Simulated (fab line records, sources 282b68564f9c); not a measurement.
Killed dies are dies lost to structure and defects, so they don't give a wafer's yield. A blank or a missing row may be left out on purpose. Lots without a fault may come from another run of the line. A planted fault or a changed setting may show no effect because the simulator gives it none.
One fault seen from 2 desks | flow rit_cmos | each desk has only its own numbers; what lay behind them comes last

THE METROLOGY DESK
What the gauges read, lot by lot, whatever tool the lot ran on: means of the sampled wafers that have a number. A lot is out of limits, marked OUT, if its mean lies more than 4 standard deviations from the usual mean; the brackets give that distance.
Columns: A = ACTIVE_OXIDE_THK at RIT_ACTIVE_THK_MEAS_02, usual 47.1 nm; B = ACTIVE_NITRIDE_THK at RIT_ACTIVE_THK_MEAS_04, usual 150.4 nm; C = cd_nm at RIT_ACTIVE_CD_MEAS_11, usual 1399.4 nm
lot  | first seen here | A    | B     | C
L500 | day 1 22:03     | 47.1 | 147.9 | 1402.6
L506 | day 3 04:25     | 45.6 | 150.6 | 1398.5
L508 | day 3 15:13     | 47.7 | 149.6 | 1396.9
L509 | day 3 19:30     | 47.6 | 152.8 | 1401.0
L512 | day 4 11:08     | 47.2 | 151.6 | 1403.4
L520 | day 6 05:50     | 46.1 | 150.9 | 1396.0
L521 | day 6 12:50     | 46.7 | 151.7 | 1397.5
This desk's finding: nothing out of limits on any of the 7 lots.

THE TOOL OWNER'S DESK: rie_diel-01
The tool's own readings at RIT_ACTIVE_ETCH_13 (etches Si3N4 in SF6, stops on SiO2, time 210 s, target depth 210 nm): means of the sampled wafers that have a number, for each lot that ran on this tool. A lot is out of limits, marked OUT, if its mean lies more than 4 standard deviations from the usual mean; the brackets give that distance.
Columns: A = drypump_motor_current_A at RIT_ACTIVE_ETCH_13, usual 5.8 A; B = oes_product_au at RIT_ACTIVE_ETCH_13, usual 0.825 a.u.; C = rf_fwd_power_W at RIT_ACTIVE_ETCH_13, usual 124.7 W; D = throttle_valve_pct at RIT_ACTIVE_ETCH_13, usual 7.53 %
lot  | first seen here | A   | B     | C                       | D
L506 | day 3 07:11     | 5.7 | 0.832 | 174.3 (+99 or more) OUT | 7.47
L508 | day 3 17:52     | 6.2 | 0.831 | 174.3 (+99 or more) OUT | 7.50
L509 | day 3 22:10     | 5.7 | 0.840 | 174.8 (+99 or more) OUT | 7.48
L521 | day 6 15:46     | 6.0 | 0.844 | 124.6                   | 7.43
This desk's finding: out of limits on L506, L508, L509; first on L506, day 3 07:11 (rf_fwd_power_W at RIT_ACTIVE_ETCH_13). In limits: L521.

PUT TOGETHER
The tool owner's desk could have raised an alarm at day 3 07:11, on L506, L508, L509.
The metrology desk saw nothing out of limits.
The metrology desk has L506, L508, L509 on record, within its limits.
Of the lots named, all ran RIT_ACTIVE_ETCH_13 on rie_diel-01.

WHAT THE SIMULATOR HAD PUT IN
Process parameter drift: rie_diel-01, from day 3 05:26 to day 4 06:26, at RIT_ACTIVE_ETCH_13. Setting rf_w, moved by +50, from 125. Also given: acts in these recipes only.
Lots struck among those shown: L506, L508, L509.
Hours from the fault's start to each desk's first reading out of limits: the tool owner's desk, 2.
